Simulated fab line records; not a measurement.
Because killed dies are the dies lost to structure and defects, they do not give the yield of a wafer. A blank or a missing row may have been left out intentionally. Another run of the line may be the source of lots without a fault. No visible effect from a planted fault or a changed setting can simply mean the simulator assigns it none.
Lot-split experiment + flow berkeley-cmos170 + 23 wafers read from 5 lots, route of 331 steps

== ABOUT THE SPLIT ==
At UCB170_NWELL_ETCH_13 (etches Si3N4 in CH3F/Ar/O2, stops on SiO2, target depth 246.4 nm, time 154 s), the setting time-s was moved away from the recipe's 154 s on 8 of the 23 wafers read, by -13.2% to +11.9%. All remaining wafers had this setting at the recipe value.

The reading is taken at the split's own step.

== THE READING ==
KrF_of_NWELL_COAT_07.thk-nm (the simulator's own value, which no gauge read), in nm, at UCB170_NWELL_ETCH_13 (etches Si3N4 in CH3F/Ar/O2, stops on SiO2, target depth 246.4 nm, time 154 s). The file does not state a usual value for it. The 15 wafers here that ran the recipe average 719.5 nm, standard deviation 4.7 nm.

| wafer  | tool, chamber at the split | time-s as run, s | against the recipe | KrF_of_NWELL_COAT_07.thk-nm, nm | against lot-mates on the recipe |
|--------|----------------------------|------------------|--------------------|---------------------------------|---------------------------------|
| L074.1 | rie-diel-02, 3             | 172.3            | +11.9%             | 693.6                           | -21.4                           |
| L074.3 | rie-diel-02, 2             | 172.3            | +11.9%             | 702.4                           | -12.6                           |
| L074.4 | rie-diel-02, 0             | 154              | recipe             | 716.5                           | -                               |
| L074.5 | rie-diel-02, 0             | 172.3            | +11.9%             | 696.7                           | -18.3                           |
| L074.6 | rie-diel-02, 3             | 154              | recipe             | 713.5                           | -                               |
| L076.1 | rie-diel-02, 3             | 154              | recipe             | 713.1                           | -                               |
| L076.2 | rie-diel-02, 2             | 154              | recipe             | 719.3                           | -                               |
| L076.4 | rie-diel-02, 0             | 146.6            | -4.8%              | 723.3                           | +6.6                            |
| L076.5 | rie-diel-02, 0             | 146.6            | -4.8%              | 725.8                           | +9.1                            |
| L076.6 | rie-diel-02, 1             | 154              | recipe             | 717.7                           | -                               |
| L077.1 | rie-diel-03, 2             | 154              | recipe             | 724.6                           | -                               |
| L077.3 | rie-diel-03, 0             | 133.6            | -13.2%             | 736.1                           | +16.6                           |
| L077.4 | rie-diel-03, 1             | 133.6            | -13.2%             | 745.8                           | +26.3                           |
| L077.5 | rie-diel-03, 0             | 154              | recipe             | 714.4                           | -                               |
| L077.6 | rie-diel-03, 3             | 133.6            | -13.2%             | 744.2                           | +24.7                           |
| L080.1 | rie-diel-01, 3             | 154              | recipe             | 725.7                           | -                               |
| L080.2 | rie-diel-01, 2             | 154              | recipe             | 727.6                           | -                               |
| L080.4 | rie-diel-01, 0             | 154              | recipe             | 720.7                           | -                               |
| L080.5 | rie-diel-01, 1             | 154              | recipe             | 719.9                           | -                               |
| L080.6 | rie-diel-01, 0             | 154              | recipe             | 720.1                           | -                               |
| L085.1 | rie-diel-03, 1             | 154              | recipe             | 727.7                           | -                               |
| L085.4 | rie-diel-03, 0             | 154              | recipe             | 715.5                           | -                               |
| L085.5 | rie-diel-03, 0             | 154              | recipe             | 716.9                           | -                               |

THE FIT
A straight line over all 23 wafers: KrF_of_NWELL_COAT_07.thk-nm changes by -1.74 nm for each +1% of time-s; r = -0.93; the points scatter about the line by 4.7 nm.
The same after taking each lot's own level away (the mean of its wafers on the recipe; 23 wafers): -1.59 nm for each +1%; r = -0.94; scatter 3.9 nm.
The reading moves by 21 nm for the largest change in time-s, on that fit.
The lots' own levels span 715.00 to 722.80 nm, that is 1.6 times the standard deviation above.
So the lot-to-lot level changes the slope little: the two slopes agree.
Check: for one of the wafers moved furthest among these (-13.2%), held out of the fit, the line's prediction against its lot-mates is +22.8 nm. Against them it came out at +16.6 nm.

== THE OTHER SPLITS THESE WAFERS WENT THROUGH ==
These wafers also went through other splits before the reading. Each is held against what the fit with the lots' levels taken away leaves over:
| other split on the same wafers        | wafers away from the commonest value | r with KrF_of_NWELL_COAT_07.thk-nm (lot level and that fit taken away) |
|---------------------------------------|--------------------------------------|------------------------------------------------------------------------|
| UCB170_START_OXIDATION_02 ox-time-s   | 10                                   | -0.08                                                                  |
| UCB170_NWELL_CVD_04 sih2cl2-flow-sccm | 10                                   | -0.06                                                                  |

== THE WHOLE CHAIN: every reading that the file lists as answering this split, in the file's order ==
| step                  | what it does                                                                 | reading                                                                      | change (the file's fit)              | r (the file's) |
|-----------------------|------------------------------------------------------------------------------|------------------------------------------------------------------------------|--------------------------------------|----------------|
| UCB170_NWELL_ETCH_13  | etches Si3N4 in CH3F/Ar/O2, stops on SiO2, target depth 246.4 nm, time 154 s | KrF_of_NWELL_COAT_07.thk-nm (the simulator's own value, which no gauge read) | -1.6 nm for each +1% of the setting  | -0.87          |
| UCB170_NWELL_STRIP_15 | strips in O2                                                                 | strip-time-to-endpoint-s                                                     | withheld for each +1% of the setting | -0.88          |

== FILE'S OWN FIT ==
KrF_of_NWELL_COAT_07.thk-nm changes by -1.6 nm for each +1% of time-s, r = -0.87.
